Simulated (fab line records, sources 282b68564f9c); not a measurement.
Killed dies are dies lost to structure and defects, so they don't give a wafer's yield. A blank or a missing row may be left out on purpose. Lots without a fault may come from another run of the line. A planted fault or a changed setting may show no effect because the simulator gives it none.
fab line records | flow rit_cmos
record lots=7 wafers=21 last_day=7
route steps=202 shown PLDD@118 SPACER@125 NSD@131 PSD@142 SDANNEAL@153 M1@202
lots that met no fault: from a run of the same line without faults
start_h: hours from the record's first day to the start of the lot's first wafer shown | wait_h: hours since the lot's step before | " the same as in the row above | L1.1+2: a row that stands for several wafers | - no value, or no start given | * or withheld: withheld | < > ~ a bound
route shown NAME@n: a module of which the file shows steps, and the number in the route of the first | usual: mean/standard deviation of fault-free wafers | same: alike in all rows | chamber/n: place in a boat | sites: the reading at each site | _std_site: their standard deviation | _edge_site: outer sites' mean less inner sites' | radius_mm: how far each site lies from the wafer's centre | mask NAME#n: copy n | behind: the tool/chamber that last shaped the wafer | hold: why the lot was held/for how many hours/how that ended | device: the transistor (n, p or np) that didn't switch | end of line: the same wafers' tests at the end of the route | a step without rows: its recipe alone | killed: dies lost to structure and defects at the first sort, not the wafer's yield | map: a wafer's dies, x killed, . not, _ none there
set.NAME: the setting as run; set.NAME@STEP: as run at that earlier step | model.NAME: the simulator's own value behind a step, which no gauge read
lots at some steps of the route; a table a step, a row a wafer
services: from which hour (start_h, from the record's first day; less than 0 if before it) a tool's chamber was out of use, for how many hours, and why
## steps
# step RIT_PLDD_PEB_04
# recipe resist=NOVOLAK temp_c=withheld time_s=withheld
# step RIT_PLDD_DEVELOP_05
# recipe resist=NOVOLAK develop_time_s=50 dev_temp_c=23
# step RIT_PLDD_OVL_MEAS_06
# usual PLDD_OVL=0.8/1.8
# columns lot.wafer tool chamber start_h wait_h PLDD_OVL[nm]
L867.1 overlay-02 - 53.54 - 2.5
L867.3 " - " " 2.8
L867.4 " - " " 2.4
L875.2 overlay-01 - 93.38 - -2.7
L875.3 " - " " -1.6
L875.5 " - " " -2.2
L882.2 overlay-02 - 127.72 - 1.6
L882.3 " - " " 0.8
L882.6 " - " " 1.6
L884.3 overlay-02 - 132.97 - -0.5
L884.5 " - " " -2.5
L884.6 " - " " -1.2
L885.1 overlay-01 - 138.12 - 2.2
L885.2 " - " " 2.0
L885.5 " - " " 2.5
L889.3 overlay-02 - 158.39 - 4.0
L889.4 " - " " 3.3
L889.6 " - " " 4.0
L890.1 overlay-02 - 164.36 - 0.1
L890.5 " - " " 0.6
L890.6 " - " " 0.6
# step RIT_PLDD_HARDBAKE_07
# recipe resist=NOVOLAK temp_c=140 time_s=60
# step RIT_PLDD_IMPLANT_08
# recipe species=BF2 energy_kev=20 dose_cm2=9e+14 tilt_deg=7
# step RIT_PLDD_STRIP_09
# recipe chemistry=O2 time_s=180 resist=NOVOLAK platen_temp_c=withheld power_w=500 pressure_mtorr=4000 o2_flow_sccm=4000
# usual drypump_motor_current_A=6.18/0.29
# columns lot.wafer tool chamber start_h wait_h drypump_motor_current_A rf_hours_counter_h
L867.1 plasma_asher-03 1 53.88 0.1 6.30 41
L867.3 " 1 " " 6.32 -
L867.4 " 0 " " 6.07 -
L875.2 plasma_asher-03 0 93.71 0.1 6.04 46
L875.3 " 0 " " 6.06 -
L875.5 " 0 " " 6.07 -
L882.2 plasma_asher-02 1 128.05 0.1 6.49 1
L882.3 " 0 " " 6.42 -
L882.6 " 1 " " 6.48 -
L884.3 plasma_asher-03 0 133.36 0.1 6.08 -
L884.5 " 1 " " 6.32 -
L884.6 " 0 " " 6.08 -
L885.1 plasma_asher-04 1 138.46 0.1 5.58 44
L885.2 " 0 " " 5.88 44
L885.5 " 0 " " 5.88 -
L889.3 plasma_asher-03 1 158.78 0.1 6.34 -
L889.4 " 0 " " 6.07 -
L889.6 " 1 " " 6.31 -
L890.1 plasma_asher-03 1 164.70 0.1 6.30 54
L890.5 " 0 " " 6.07 -
L890.6 " 1 " " 6.32 -
# step RIT_PLDD_TW_MEAS_10
# usual PLDD_TW=2352/24
# columns lot.wafer tool chamber start_h wait_h PLDD_TW
L867.1 film_metro-03 - 54.05 0.1 2358
L867.3 " - " " 2367
L867.4 " - " " 2365
L875.2 film_metro-04 - 93.89 0.1 2321
L875.3 " - " " 2320
L875.5 " - " " 2318
L882.2 film_metro-02 - 128.23 0.1 2379
L882.3 " - " " 2382
L882.6 " - " " 2381
L884.3 film_metro-03 - 133.49 0.1 2384
L884.5 " - " " 2369
L884.6 " - " " 2371
L885.1 film_metro-04 - 138.64 0.1 2337
L885.2 " - " " 2327
L885.5 " - " " 2331
L889.3 film_metro-02 - 158.91 0.1 2384
L889.4 " - " " 2381
L889.6 " - " " 2379
L890.1 film_metro-04 - 164.91 0.1 2346
L890.5 " - " " 2333
L890.6 " - " " 2337
# step RIT_SPACER_CLEAN_00
# recipe chemistry=SC1 mix=3:3:50 time_s=600 temp_c=75
# step RIT_SPACER_CLEAN_01
# recipe chemistry=dHF dilution=50:1 time_s=30
# step RIT_SPACER_CLEAN_02
# recipe chemistry=SC2 mix=3:3:50 time_s=600 temp_c=75 dry=n2_spin
# step RIT_SPACER_CVD_03
# recipe material=Si3N4 target_thk_nm=250 temp_c=810 precursor=SiH2Cl2/NH3 time_s=3300 pressure_mtorr=300 sih2cl2_flow_sccm=60 nh3_flow_sccm=150
# step RIT_SPACER_THK_MEAS_04
# recipe reads=Si3N4_of_SPACER_CVD_03
# usual SPACER_NITRIDE_THK=249.1/2.2
# columns lot.wafer tool chamber start_h wait_h SPACER_NITRIDE_THK[nm]
L867.1 film_metro-02 - 56.41 0.0 250.1
L867.3 " - " " 249.1
L867.4 " - " " 251.9
L875.2 film_metro-02 - 96.25 0.0 248.8
L875.3 " - " " 248.3
L875.5 " - " " 251.3
L882.2 film_metro-04 - 130.64 0.0 245.7
L882.3 " - " " 247.1
L882.6 " - " " 245.8
L884.3 film_metro-02 - 136.49 0.0 246.0
L884.5 " - " " 247.0
L884.6 " - " " 246.7
L885.1 film_metro-04 - 141.94 0.0 247.9
L885.2 " - " " 247.5
L885.5 " - " " 250.2
L889.3 film_metro-02 - 161.27 0.0 247.3
L889.4 " - " " 249.2
L889.6 " - " " 248.3
L890.1 film_metro-04 - 168.18 0.0 249.7
L890.5 " - " " 247.4
L890.6 " - " " 248.4
# step RIT_SPACER_ETCHBACK_05
# recipe target_depth_a=2500 SF6_flow_sccm=30 CHF3_flow_sccm=30 target=Si3N4 chemistry=SF6/CHF3 pressure_mtorr=40 rf_w=250 time_s=240 stop_on=SiO2
# usual drypump_motor_current_A=5.5/0.34 oes_product_au=0.845/0.02 throttle_valve_pct=10.27/0.11
# columns lot.wafer tool chamber start_h wait_h drypump_motor_current_A oes_product_au rf_hours_counter_h throttle_valve_pct
L867.1 rie_diel-01 0 56.47 0.1 5.2 0.830 167 10.29
L867.3 " 3 " " 5.4 0.853 5 10.45
L867.4 " 2 " " 5.4 0.854 121 10.16
L875.2 rie_diel-04 0 96.30 0.0 5.2 0.863 7 10.24
L875.3 " 2 " " 5.4 0.821 19 10.28
L875.5 " 1 " " 5.9 0.832 - 10.42
L882.2 rie_diel-04 2 130.69 0.0 5.4 0.811 20 10.30
L882.3 " 0 " " 5.2 0.853 8 10.24
L882.6 " 1 " " 5.9 0.813 - 10.39
L884.3 rie_diel-04 2 136.53 0.0 5.4 0.820 20 10.28
L884.5 " 3 " " 4.8 0.813 - 10.33
L884.6 " 0 " " 5.2 0.858 - 10.23
L885.1 rie_diel-04 1 142.00 0.1 5.9 0.824 2 10.40
L885.2 " 0 " " 5.2 0.853 8 10.22
L885.5 " 0 " " 5.2 0.868 - 10.23
L889.3 rie_diel-02 1 161.31 0.0 5.7 0.862 60 10.32
L889.4 " 2 " " 6.1 0.863 84 10.19
L889.6 " 0 " " 5.6 0.839 - 10.03
L890.1 rie_diel-02 1 168.24 0.1 5.7 0.870 60 10.33
L890.5 " 0 " " 5.6 0.835 - 10.01
L890.6 " 3 " " 5.6 0.837 - 10.32
# step RIT_NSD_HMDS_00
# recipe prime_time_s=60 prime_temp_c=140
# step RIT_NSD_COAT_01
# recipe resist=NOVOLAK spin_rpm=3250 resist_thk_nm=1000
# step RIT_NSD_SOFTBAKE_02
# recipe resist=NOVOLAK temp_c=90 time_s=62.74
# usual plate_sensor_t_centre_C=90.969/0.011 plate_sensor_t_edge_C=91.021/0.011 resist_line_temp_C=23.00/0.11
# columns lot.wafer tool chamber start_h wait_h plate_sensor_t_centre_C plate_sensor_t_edge_C resist_line_temp_C
L867.1 litho_track-04 0 56.92 0.1 90.958 91.005 22.98
L867.3 " 0 " " 90.970 91.002 22.97
L867.4 " 0 " " 90.982 91.025 22.89
L875.2 litho_track-04 0 96.78 0.1 90.977 91.013 23.02
L875.3 " 0 " " 90.979 91.028 22.82
L875.5 " 0 " " 90.970 91.008 23.02
L882.2 litho_track-04 0 131.17 0.1 90.974 91.017 23.05
L882.3 " 0 " " 90.964 91.024 23.00
L882.6 " 0 " " 90.970 91.012 22.85
L884.3 litho_track-02 0 137.03 0.1 90.982 91.004 22.97
L884.5 " 0 " " 90.965 91.030 22.91
L884.6 " 0 " " 90.972 91.031 22.89
L885.1 litho_track-03 0 142.45 0.1 90.964 91.038 22.84
L885.2 " 0 " " 90.974 91.032 22.86
L885.5 " 0 " " 90.969 91.026 23.02
L889.3 litho_track-04 0 161.81 0.1 90.981 91.038 22.96
L889.4 " 0 " " 90.982 91.017 23.12
L889.6 " 0 " " 90.961 91.025 23.09
L890.1 litho_track-04 0 168.69 0.1 90.968 91.012 22.97
L890.5 " 0 " " 90.967 91.014 22.99
L890.6 " 0 " " 90.968 91.024 23.17
# step RIT_NSD_EXPOSE_03
# recipe mask_id=M9 na=0.57 target_cd_nm=40700 dose_mj=250
# step RIT_NSD_PEB_04
# recipe resist=NOVOLAK temp_c=withheld time_s=withheld
# step RIT_NSD_DEVELOP_05
# recipe resist=NOVOLAK develop_time_s=50 dev_temp_c=23
# step RIT_NSD_OVL_MEAS_06
# usual NSD_OVL=1.6/1
# columns lot.wafer tool chamber start_h wait_h NSD_OVL[nm]
L867.1 overlay-01 - 57.47 - 3.7
L867.3 " - " " 4.9
L867.4 " - " " 4.8
L875.2 overlay-02 - 97.31 - 2.2
L875.3 " - " " 1.5
L875.5 " - " " 1.6
L882.2 overlay-02 - 131.82 - 2.2
L882.3 " - " " 1.0
L882.6 " - " " 0.3
L884.3 overlay-02 - 137.54 - 2.1
L884.5 " - " " 0.1
L884.6 " - " " 1.5
L885.1 overlay-01 - 143.00 - 3.5
L885.2 " - " " 0.8
L885.5 " - " " 1.7
L889.3 overlay-01 - 162.32 - 1.4
L889.4 " - " " 1.1
L889.6 " - " " 1.4
L890.1 overlay-01 - 169.24 - 1.4
L890.5 " - " " 2.3
L890.6 " - " " 3.7
# step RIT_NSD_HARDBAKE_07
# recipe resist=NOVOLAK temp_c=140 time_s=60
# step RIT_NSD_IMPLANT_08
# recipe species=P energy_kev=25 dose_cm2=1e+15 tilt_deg=7
# step RIT_NSD_STRIP_09
# recipe chemistry=O2 time_s=180 resist=NOVOLAK platen_temp_c=withheld power_w=500 pressure_mtorr=4000 o2_flow_sccm=4000
# usual drypump_motor_current_A=5.9/0.48
# columns lot.wafer tool chamber start_h wait_h drypump_motor_current_A rf_hours_counter_h
L867.1 plasma_asher-01 1 57.81 0.1 5.2 26
L867.3 " 1 " " 5.1 -
L867.4 " 0 " " 6.2 -
L875.2 plasma_asher-01 1 97.64 0.1 5.2 31
L875.3 " 0 " " 6.2 -
L875.5 " 0 " " 6.2 -
L882.2 plasma_asher-03 0 132.15 0.1 6.1 51
L882.3 " 0 " " 6.1 -
L882.6 " 1 " " 6.3 -
L884.3 plasma_asher-03 0 137.92 0.1 6.1 -
L884.5 " 0 " " 6.1 -
L884.6 " 1 " " 6.3 -
L885.1 plasma_asher-01 1 143.33 0.1 5.2 37
L885.2 " 0 " " 6.2 37
L885.5 " 0 " " 6.2 -
L889.3 plasma_asher-03 0 162.71 0.1 6.1 -
L889.4 " 1 " " 6.3 -
L889.6 " 1 " " 6.3 -
L890.1 plasma_asher-03 1 169.58 0.1 6.3 55
L890.5 " 1 " " 6.4 -
L890.6 " 0 " " 6.1 -
# step RIT_NSD_TW_MEAS_10
# usual NSD_TW=3141/31
# columns lot.wafer tool chamber start_h wait_h NSD_TW
L867.1 film_metro-02 - 57.98 0.1 3166
L867.3 " - " " 3161
L867.4 " - " " 3153
L875.2 film_metro-03 - 97.82 0.1 3137
L875.3 " - " " 3136
L875.5 " - " " 3136
L882.2 film_metro-03 - 132.34 0.1 3147
L882.3 " - " " 3139
L882.6 " - " " 3131
L884.3 film_metro-03 - 138.06 0.1 3156
L884.5 " - " " 3160
L884.6 " - " " 3133
L885.1 film_metro-03 - 143.51 0.1 3182
L885.2 " - " " 3153
L885.5 " - " " 3173
L889.3 film_metro-04 - 162.84 0.1 3085
L889.4 " - " " 3111
L889.6 " - " " 3112
L890.1 film_metro-02 - 169.76 0.1 3164
L890.5 " - " " 3156
L890.6 " - " " 3165
# step RIT_PSD_HMDS_00
# recipe prime_time_s=60 prime_temp_c=140
# step RIT_PSD_COAT_01
# recipe resist=NOVOLAK spin_rpm=3250 resist_thk_nm=1007
# step RIT_PSD_SOFTBAKE_02
# recipe resist=NOVOLAK temp_c=90 time_s=60
# step RIT_PSD_EXPOSE_03
# recipe mask_id=M10 na=0.57 target_cd_nm=40900 dose_mj=250
# step RIT_PSD_PEB_04
# recipe resist=NOVOLAK temp_c=withheld time_s=withheld
# step RIT_PSD_DEVELOP_05
# recipe resist=NOVOLAK develop_time_s=50 dev_temp_c=23
# step RIT_PSD_OVL_MEAS_06
# usual PSD_OVL=-0.2/1.3
# columns lot.wafer tool chamber start_h wait_h PSD_OVL[nm]
L867.1 overlay-01 - 59.32 - 0.7
L867.3 " - " " 0.8
L867.4 " - " " 0.2
L875.2 overlay-02 - 98.86 - -1.6
L875.3 " - " " -1.9
L875.5 " - " " -2.8
L882.2 overlay-01 - 133.25 - -1.1
L882.3 " - " " -1.0
L882.6 " - " " 0.3
L884.3 overlay-01 - 139.09 - -1.2
L884.5 " - " " -1.2
L884.6 " - " " -0.4
L885.1 overlay-02 - 144.70 - 0.1
L885.2 " - " " 1.7
L885.5 " - " " 2.0
L889.3 overlay-02 - 163.74 - 0.3
L889.4 " - " " -1.2
L889.6 " - " " -1.3
L890.1 overlay-02 - 170.95 - 1.3
L890.5 " - " " -0.4
L890.6 " - " " 1.3
# step RIT_PSD_HARDBAKE_07
# recipe resist=NOVOLAK temp_c=140 time_s=60
# step RIT_PSD_IMPLANT_08
# recipe species=BF2 energy_kev=27 dose_cm2=5e+15 tilt_deg=7.214
# step RIT_PSD_STRIP_09
# recipe chemistry=O2 time_s=180 resist=NOVOLAK platen_temp_c=withheld power_w=500 pressure_mtorr=4000 o2_flow_sccm=4000
# usual drypump_motor_current_A=6.0/0.45
# columns lot.wafer tool chamber start_h wait_h drypump_motor_current_A rf_hours_counter_h
L867.1 plasma_asher-02 0 59.65 0.1 6.4 43
L867.3 " 0 " " 6.4 -
L867.4 " 1 " " 6.5 -
L875.2 plasma_asher-02 0 99.19 0.1 6.4 48
L875.3 " 1 " " 6.5 -
L875.5 " 1 " " 6.5 -
L882.2 plasma_asher-01 1 133.58 0.1 5.2 36
L882.3 " 0 " " 6.2 -
L882.6 " 0 " " 6.2 -
L884.3 plasma_asher-02 0 139.47 0.1 6.4 -
L884.5 " 1 " " 6.5 -
L884.6 " 0 " " 6.4 -
L885.1 plasma_asher-01 0 145.03 0.1 6.2 37
L885.2 " 1 " " 5.2 37
L885.5 " 0 " " 6.2 -
L889.3 plasma_asher-04 1 164.13 0.1 5.5 -
L889.4 " 0 " " 5.9 -
L889.6 " 0 " " 5.8 -
L890.1 plasma_asher-04 0 171.29 0.1 5.9 48
L890.5 " 0 " " 5.9 -
L890.6 " 1 " " 5.6 -
# step RIT_PSD_TW_MEAS_10
# usual PSD_TW=3439/37
# columns lot.wafer tool chamber start_h wait_h PSD_TW
L867.1 film_metro-04 - 59.83 0.1 3398
L867.3 " - " " 3402
L867.4 " - " " 3397
L875.2 film_metro-03 - 99.37 0.1 3453
L875.3 " - " " 3456
L875.5 " - " " 3457
L882.2 film_metro-04 - 133.76 0.1 3388
L882.3 " - " " 3374
L882.6 " - " " 3391
L884.3 film_metro-04 - 139.60 0.1 3404
L884.5 " - " " 3394
L884.6 " - " " 3423
L885.1 film_metro-04 - 145.21 0.1 3424
L885.2 " - " " 3421
L885.5 " - " " 3405
L889.3 film_metro-04 - 164.26 0.1 3403
L889.4 " - " " 3404
L889.6 " - " " 3390
L890.1 film_metro-02 - 171.47 0.1 3487
L890.5 " - " " 3472
L890.6 " - " " 3468
# step RIT_SDANNEAL_CLEAN_00
# recipe chemistry=SC1 mix=3:3:50 time_s=600 temp_c=75
# step RIT_SDANNEAL_CLEAN_01
# recipe chemistry=dHF dilution=50:1 time_s=30
# step RIT_SDANNEAL_CLEAN_02
# recipe chemistry=SC2 mix=3:3:50 time_s=600 temp_c=75 dry=n2_spin
# step RIT_SDANNEAL_RTA_03
# recipe temp_c=1050 time_s=5 idle_temp_c=600 ramp_up_c_per_s=342 ramp_down_c_per_s=171 cool_to_c=600 ambient=N2
# usual chamber_o2_ppm=2.002/0.021 wafer_temp_C_max=1053.4/1.2
# columns lot.wafer tool chamber start_h wait_h chamber_o2_ppm wafer_temp_C_max
L867.1 rtp_anneal-01 0 60.29 0.0 2.005 1054.6
L867.3 " 0 " " 2.001 1052.2
L867.4 " 0 " " 2.011 1053.9
L875.2 rtp_anneal-01 0 99.80 0.0 2.010 1053.3
L875.3 " 0 " " 2.028 1054.0
L875.5 " 0 " " 2.025 1053.5
L882.2 rtp_anneal-02 0 134.24 0.0 1.977 1053.9
L882.3 " 0 " " 1.999 1051.6
L882.6 " 0 " " 2.034 1052.1
L884.3 rtp_anneal-02 0 140.07 0.0 2.019 1053.1
L884.5 " 0 " " 2.031 1052.5
L884.6 " 0 " " 2.016 1055.3
L885.1 rtp_anneal-01 0 145.64 0.0 1.977 1053.2
L885.2 " 0 " " 2.015 1053.6
L885.5 " 0 " " 1.987 1055.2
L889.3 rtp_anneal-01 0 164.69 0.0 2.015 1053.7
L889.4 " 0 " " 2.012 1050.3
L889.6 " 0 " " 1.995 1052.4
L890.1 rtp_anneal-02 0 171.92 0.0 2.038 1054.4
L890.5 " 0 " " 2.003 1053.4
L890.6 " 0 " " 1.980 1053.8
# step RIT_SDANNEAL_RS_MEAS_04
# recipe thk_meas_gauge=four-point-probe
# usual PSD_RS=116.1/0.35
# columns lot.wafer tool chamber start_h wait_h PSD_RS[ohm/sq]
L867.1 film_metro-04 - 60.35 0.0 115.3
L867.3 " - " " 115.7
L867.4 " - " " 115.7
L875.2 film_metro-04 - 99.87 0.1 115.6
L875.3 " - " " 115.9
L875.5 " - " " 115.6
L882.2 film_metro-02 - 134.31 0.1 116.0
L882.3 " - " " 115.9
L882.6 " - " " 115.8
L884.3 film_metro-03 - 140.15 0.1 116.4
L884.5 " - " " 116.2
L884.6 " - " " 116.5
L885.1 film_metro-04 - 145.70 0.0 116.2
L885.2 " - " " 115.9
L885.5 " - " " 116.1
L889.3 film_metro-02 - 164.77 0.1 115.1
L889.4 " - " " 116.1
L889.6 " - " " 115.6
L890.1 film_metro-04 - 171.98 0.0 115.9
L890.5 " - " " 115.9
L890.6 " - " " 116.2
# step RIT_SDANNEAL_RS_MEAS_05
# recipe thk_meas_gauge=four-point-probe
# usual NSD_RS=84.8/0.32
# columns lot.wafer tool chamber start_h wait_h NSD_RS[ohm/sq]
L867.1 film_metro-04 - 60.47 0.1 84.6
L867.3 " - " " 85.0
L867.4 " - " " 84.9
L875.2 film_metro-04 - 99.99 0.1 85.1
L875.3 " - " " 84.8
L875.5 " - " " 85.0
L882.2 film_metro-02 - 134.43 0.1 85.0
L882.3 " - " " 85.2
L882.6 " - " " 84.9
L884.3 film_metro-03 - 140.27 0.1 85.4
L884.5 " - " " 85.6
L884.6 " - " " 85.4
L885.1 film_metro-04 - 145.82 0.1 84.2
L885.2 " - " " 84.0
L885.5 " - " " 84.0
L889.3 film_metro-02 - 164.89 0.1 85.1
L889.4 " - " " 84.7
L889.6 " - " " 84.7
L890.1 film_metro-04 - 172.10 0.1 84.5
L890.5 " - " " 84.7
L890.6 " - " " 84.7
# step RIT_SDANNEAL_RS_MEAS_06
# recipe thk_meas_gauge=four-point-probe
# usual PLDD_RS=179.0/0.55
# columns lot.wafer tool chamber start_h wait_h PLDD_RS[ohm/sq]
L867.1 film_metro-04 - 60.59 0.1 178.0
L867.3 " - " " 178.3
L867.4 " - " " 179.1
L875.2 film_metro-04 - 100.11 0.1 178.8
L875.3 " - " " 178.8
L875.5 " - " " 178.6
L882.2 film_metro-02 - 134.55 0.1 178.7
L882.3 " - " " 178.5
L882.6 " - " " 178.3
L884.3 film_metro-03 - 140.39 0.1 179.2
L884.5 " - " " 179.3
L884.6 " - " " 179.6
L885.1 film_metro-04 - 145.94 0.1 179.2
L885.2 " - " " 179.5
L885.5 " - " " 179.6
L889.3 film_metro-02 - 165.01 0.1 178.8
L889.4 " - " " 178.7
L889.6 " - " " 178.9
L890.1 film_metro-04 - 172.22 0.1 178.6
L890.5 " - " " 178.2
L890.6 " - " " 178.5
# step RIT_M1_PROBE_99
# usual killed_at_M0_to_M3=0.0/0.16 killed_at_contacts=0.1/0.24 killed_at_front_end=7/3.2 killed_dies=7/3.2 killed_on_rim=2.0/1.5 killed_open=3.4/2 killed_short=3.5/2.2
# same gross_dies=264 killed_at_M4_up=0 killed_at_back_side=0 killed_at_other=0
# columns lot.wafer tool chamber start_h wait_h hold killed_at_M0_to_M3 killed_at_contacts killed_at_front_end killed_dies killed_on_rim killed_open killed_short
L882.2 prober-01 - 142.16 0.1 await_dispo/1.8h/release 0 0 8 8 2 5 3
L882.3 prober-01 - 142.21 0.2 await_dispo/1.8h/release 0 0 17 17 8 1 1
L882.6 prober-01 - 142.36 0.2 await_dispo/1.8h/release 0 0 3 3 1 2 1
L884.3 prober-01 - 147.60 0.2 await_dispo/2.2h/release 0 0 12 12 2 4 8
L884.5 prober-01 - 147.70 0.2 await_dispo/2.2h/release 0 0 13 13 5 9 4
L884.6 prober-01 - 147.75 0.2 await_dispo/2.2h/release 0 0 26 26 8 9 3
L885.1 prober-02 - 153.09 0.1 await_dispo/2.1h/release 0 0 4 4 1 2 2
L885.2 prober-02 - 153.14 0.1 await_dispo/2.1h/release 0 0 15 15 7 0 1
L885.5 prober-02 - 153.29 0.2 await_dispo/2.1h/release 0 0 23 23 8 1 5
L889.3 prober-02 - 172.33 0.2 - 0 0 9 9 3 5 4
L889.4 prober-02 - 172.38 0.2 - 0 0 4 4 1 2 2
L889.6 prober-02 - 172.48 0.2 - 1 0 4 5 2 2 3
L890.1 prober-01 - 179.50 0.1 - 0 0 5 5 3 1 4
L890.5 prober-01 - 179.70 0.2 - 0 0 6 6 2 6 0
L890.6 prober-01 - 179.75 0.2 - 0 0 2 2 1 1 1
# killed by level:class
L882.2 GATE:geometric_particle:short=2 SPACER:geometric_particle:open=2 GATE:geometric_particle:open=1 REOX:geometric_particle:short=1 REOX:geometric_particle:open=1 SILICIDE:geometric_particle:open=1
L882.3 SPACER:unspecified=15 GATE:geometric_particle:short=1 SILICIDE:geometric_particle:open=1
L882.6 REOX:geometric_particle:open=1 SPACER:geometric_particle:open=1 SILICIDE:geometric_particle:short=1
L884.3 GATE:geometric_particle:short=3 FOX1:geometric_particle:short=2 GATE:geometric_particle:open=2 FOX2:geometric_particle:short=1 FOX2:geometric_particle:open=1 REOX:geometric_particle:short=1 SPACER:geometric_particle:open=1 SILICIDE:geometric_particle:short=1
L884.5 FOX2:geometric_particle:open=3 SILICIDE:geometric_particle:open=3 SILICIDE:geometric_particle:short=2 FOX1:geometric_particle:open=1 FOX2:geometric_particle:short=1 GATE:geometric_particle:short=1 GATE:geometric_particle:open=1 REOX:geometric_particle:open=1
L884.6 SPACER:unspecified=14 SILICIDE:geometric_particle:open=3 FOX1:geometric_particle:open=2 GATE:geometric_particle:open=2 REOX:geometric_particle:short=2 GATE:geometric_particle:short=1 REOX:geometric_particle:open=1 SPACER:geometric_particle:open=1
L885.1 FOX1:geometric_particle:open=1 GATE:geometric_particle:open=1 GATE:geometric_particle:short=1 REOX:geometric_particle:short=1
L885.2 SPACER:unspecified=14 SPACER:geometric_particle:short=1
L885.5 SPACER:unspecified=17 GATE:geometric_particle:short=3 FOX2:geometric_particle:short=1 GATE:geometric_particle:open=1 REOX:geometric_particle:short=1
L889.3 GATE:geometric_particle:open=3 GATE:geometric_particle:short=3 FOX1:geometric_particle:short=1 FOX1:geometric_particle:open=1 SPACER:geometric_particle:open=1
L889.4 FOX1:geometric_particle:short=1 FOX1:geometric_particle:open=1 GATE:geometric_particle:short=1 GATE:geometric_particle:open=1
L889.6 FOX2:geometric_particle:short=1 GATE:geometric_particle:open=1 GATE:geometric_particle:short=1 REOX:geometric_particle:open=1 M1:geometric_particle:short=1
L890.1 FOX1:geometric_particle:open=1 FOX2:geometric_particle:short=1 GATE:geometric_particle:short=1 SPACER:geometric_particle:short=1 SILICIDE:geometric_particle:short=1
L890.5 SPACER:geometric_particle:open=2 FOX1:geometric_particle:open=1 FOX2:geometric_particle:open=1 GATE:geometric_particle:open=1 REOX:geometric_particle:open=1
L890.6 GATE:geometric_particle:open=1 GATE:geometric_particle:short=1
# map L882.3 (x killed, . not)
________......._______
_____.............____
____...............___
___.................__
__..................._
__.................xx_
_..................xxx
_.................xxxx
_.................x.xx
_...................xx
__............x.....x_
__..................._
___...x.............__
____...............___
_____.............____
________......._______
# map L884.6 (x killed, . not)
________......._______
_____.............____
____...............___
___...........x.....__
__.x..........x......_
__...x..........x..xx_
_.................xxxx
_.......x..........xxx
_.................xxxx
_....................x
__..................x_
__....x...x.........._
___..x..............__
____.........x.....___
_____......x......____
________......._______
## services
# columns tool chamber start_h hours kind
rie_diel-04 1 30.39 - clean
rie_diel-04 1 30.39 15.5 scheduled_down
rie_diel-04 1 30.39 15.5 vent_cycle
plasma_asher-04 - 46.63 28.1 pm
rie_diel-01 1 57.88 3.0 repair
rie_diel-01 - 73.33 0.3 repair
rie_diel-01 0 73.67 9.9 repair
rie_diel-04 3 77.15 7.1 repair
plasma_asher-04 - 86.48 2.8 pm
rie_diel-04 3 91.80 - clean
rie_diel-04 3 91.80 19.7 scheduled_down
rie_diel-04 3 91.80 19.7 vent_cycle
rie_diel-01 0 93.09 1.9 repair
rie_diel-02 0 97.91 5.5 repair
rie_diel-02 - 104.93 0.2 repair
plasma_asher-02 - 108.75 9.0 pm
plasma_asher-02 0 108.75 9.0 vent_cycle
rie_diel-01 - 110.66 0.4 repair
plasma_asher-01 - 114.96 0.6 repair
plasma_asher-03 - 121.60 2.2 repair
rie_diel-01 1 137.16 9.8 repair
rie_diel-01 0 144.17 3.2 repair
plasma_asher-02 - 160.97 0.9 repair
rie_diel-04 2 170.45 2.5 repair
## key
first_sign step=RIT_M1_PROBE_99 reading=killed_at_front_end direction=up sigmas=4.2 usual=7 struck=20
effect step=RIT_M1_PROBE_99 reading=killed_dies direction=up sigmas=4.1 usual=7 struck=20
met_at RIT_SPACER_ETCHBACK_05
struck_wafers L882.3,L884.6,L885.2,L885.5
tester_left_out L882,L884,L885
onset_between 96.30 130.69
fault kind=chamber_particle_source tool=rie_diel-04 chamber=0 onset_h=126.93 steps=RIT_SPACER_ETCHBACK_05 rate_per_visit_cm2=0.58436 end_h=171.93
# tester_left_out: of these lots the tester's yield and bins aren't shown, on N5 and GAA mostly nor the transistor test; their killed dies are dies lost to structure and defects alone, not to doping, threshold or leakage, so they don't give the yield
